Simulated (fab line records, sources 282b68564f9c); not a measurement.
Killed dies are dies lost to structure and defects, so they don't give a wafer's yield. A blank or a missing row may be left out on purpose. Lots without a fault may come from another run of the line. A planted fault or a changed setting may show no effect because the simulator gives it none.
A struck lot beside a sound one | flow rit_cmos | 14 steps out of a route of 202
Sound: wafers L998.1, L998.3, L998.5. Struck: wafers L995.1, L995.2, L995.5. The cause comes at the end.
At each step with rows: each side's tool, then ch and its chambers, then its first start. Under that, the readings that differ: sound wafers | struck wafers | difference of the means | sigmas: that difference in standard deviations of wafers without a fault.
alike: readings whose means differ by less than 2 such deviations, and words and numbers that are the same on both sides. not compared: withheld readings, readings that some wafer has no value for, bounds like >300 that may hide the same value, and numbers for which the record gives no deviation and whose values overlap.
The two part at a step that has a row with sigmas, a row that says differs or no value, or rows on one side only. Numbers that don't overlap but have no deviation are shown without sigmas and don't part them. A reading that every wafer of one side lacks parts them only if that side has two wafers or more.

first, 3 steps without rows for these wafers: RIT_GATE_CLEAN_02 (cleans in dHF, time 30 s); RIT_GATE_CLEAN_03 (cleans in SC2, time 600 s); RIT_GATE_CLEAN_04 (cleans in dHF, time 60 s).
RIT_FOX2_THK_MEAS_91:
  sound on film_metro-02, day 4 15:31; struck on film_metro-02, day 4 01:37
  alike: FIELD_OXIDE_LEFT_2_THK
then, 2 steps without rows for these wafers: RIT_GATE_OXIDATION_05 (target thk 3 nm, ox time 270 s); RIT_GATE_ANNEAL_06 (time 600 s).
RIT_GATE_THK_MEAS_07:
  sound on film_metro-03, day 4 21:11; struck on film_metro-02, day 4 03:00
  alike: GATE_OXIDE_THK
then, 1 step without rows for these wafers: RIT_GATE_CVD_08 (deposits poly-Si from SiH4, target thk 250 nm, time 2220 s).
RIT_GATE_THK_MEAS_09:
  sound on film_metro-03, day 5 00:02; struck on film_metro-04, day 4 04:41
  alike: GATE_POLY_THK
then, 3 steps without rows for these wafers: RIT_GATE_HMDS_10 (prime time 60 s); RIT_GATE_COAT_11 (resist thk 850 nm); RIT_GATE_SOFTBAKE_12 (time 60 s).
RIT_GATE_EXPOSE_13: exposes mask M6, target cd 150 nm.
  sound on iline_stepper-02 ch 0, day 5 00:32; struck on iline_stepper-01, day 4 05:22
  no value came back on the struck wafers for exposure_dose_mJ_cm2, focus_offset_nm (nm); on the sound wafers exposure_dose_mJ_cm2 reads 380.4 380.5 380.1
  alike: mask
then, 1 step without rows for these wafers: RIT_GATE_PEB_14.

WHERE THEY PART
Only at RIT_GATE_EXPOSE_13, within this record.

WHY: what the simulator had put in
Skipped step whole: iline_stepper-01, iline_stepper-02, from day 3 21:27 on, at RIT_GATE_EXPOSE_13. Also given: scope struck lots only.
